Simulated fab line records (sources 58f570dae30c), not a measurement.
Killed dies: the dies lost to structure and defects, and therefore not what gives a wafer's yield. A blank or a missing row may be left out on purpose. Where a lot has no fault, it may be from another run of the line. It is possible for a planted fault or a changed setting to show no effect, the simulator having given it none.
Split-lot study    flow berkeley_cmos170    route with 331 steps; 5 lots, 23 wafers read

ON THE SPLIT
At UCB170_PFIELD_IMPLANT_07, the setting dose_cm2 was moved away from the recipe's 2e+13 on 5 of the 23 wafers read, by -6.0% to +2.4%. For the rest of the wafers, this setting stayed at what the recipe calls for.

FROM THE SPLIT ON TO THE READING: in between, the file shows 1 step
- UCB170_PFIELD_STRIP_08: strips in O2

THE READING
PFIELD_TW, at UCB170_PFIELD_TW_MEAS_09. Fault-free wafers of this fab line usually give 595, standard deviation 3.2.

wafer   tool, chamber at the split  dose_cm2 as run  against the recipe  PFIELD_TW  against lot-mates on the recipe
L074.1  implanter-04, 0             2e+13            recipe              596        -
L074.2  implanter-04, 0             2e+13            recipe              596        -
L074.3  implanter-04, 0             2e+13            recipe              597        -
L076.1  implanter-04, 0             2e+13            recipe              597        -
L076.2  implanter-04, 0             2e+13            recipe              595        -
L076.3  implanter-04, 0             2e+13            recipe              599        -
L076.4  implanter-04, 0             2e+13            recipe              594        -
L076.6  implanter-04, 0             2e+13            recipe              593        -
L077.1  implanter-01, 0             2e+13            recipe              595        -
L077.3  implanter-01, 0             1.879e+13        -6.0%               586        -11
L077.4  implanter-01, 0             1.879e+13        -6.0%               586        -11
L077.5  implanter-01, 0             1.879e+13        -6.0%               588        -9
L077.6  implanter-01, 0             2e+13            recipe              599        -
L081.2  implanter-04, 0             2e+13            recipe              591        -
L081.3  implanter-04, 0             2.047e+13        +2.4%               601        +9
L081.4  implanter-04, 0             2.047e+13        +2.4%               600        +8
L081.5  implanter-04, 0             2e+13            recipe              595        -
L081.6  implanter-04, 0             2e+13            recipe              591        -
L082.2  implanter-04, 0             2e+13            recipe              597        -
L082.3  implanter-04, 0             2e+13            recipe              595        -
L082.4  implanter-04, 0             2e+13            recipe              597        -
L082.5  implanter-04, 0             2e+13            recipe              596        -
L082.6  implanter-04, 0             2e+13            recipe              599        -

THE FIT
A straight line over all 23 wafers: PFIELD_TW changes by +1.56 for each +1% of dose_cm2; r = +0.85; the points scatter about the line by 2.2.
The same after taking each lot's own level away (the mean of its wafers on the recipe; 23 wafers): +1.92 for each +1%; r = +0.92; scatter 2.
Per that fit: largest dose_cm2 move, reading shift of 12.
The span of the lots' own levels, 592.3 to 597.0, comes to 1.5 times the standard deviation stated above.
In other words, the slope is changed by the lot-to-lot level; the two fits disagree.
Check: with one of the wafers moved furthest among these (-6.0%) left out of the fit, the line predicts -11.2 for it against its lot-mates. It came out at -11 against them.

ADDITIONAL SPLITS CARRIED BY THESE WAFERS
These wafers also went through other splits before the reading. Each is held against what the fit with the lots' levels taken away leaves over:
other split on the same wafers        wafers away from the commonest value  r with PFIELD_TW (lot level and that fit taken away)
UCB170_START_OXIDATION_02 ox_time_s   15                                    -0.19
UCB170_NWELL_OXIDATION_01 temp_c      18                                    +0.11
UCB170_PWELL_CVD_05 pressure_mtorr    10                                    -0.26
UCB170_PWELL_IMPLANT_15 energy_kev    7                                     +0.00
UCB170_WELLDRIVE_OXIDATION_01 temp_c  10                                    -0.01
UCB170_ACTIVE_CVD_05 nh3_flow_sccm    15                                    +0.19
UCB170_ACTIVE_ETCH_15 time_s          8                                     +0.11

FILE'S OWN FIT
PFIELD_TW changes by +1.95 for each +1% of dose_cm2, r = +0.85.
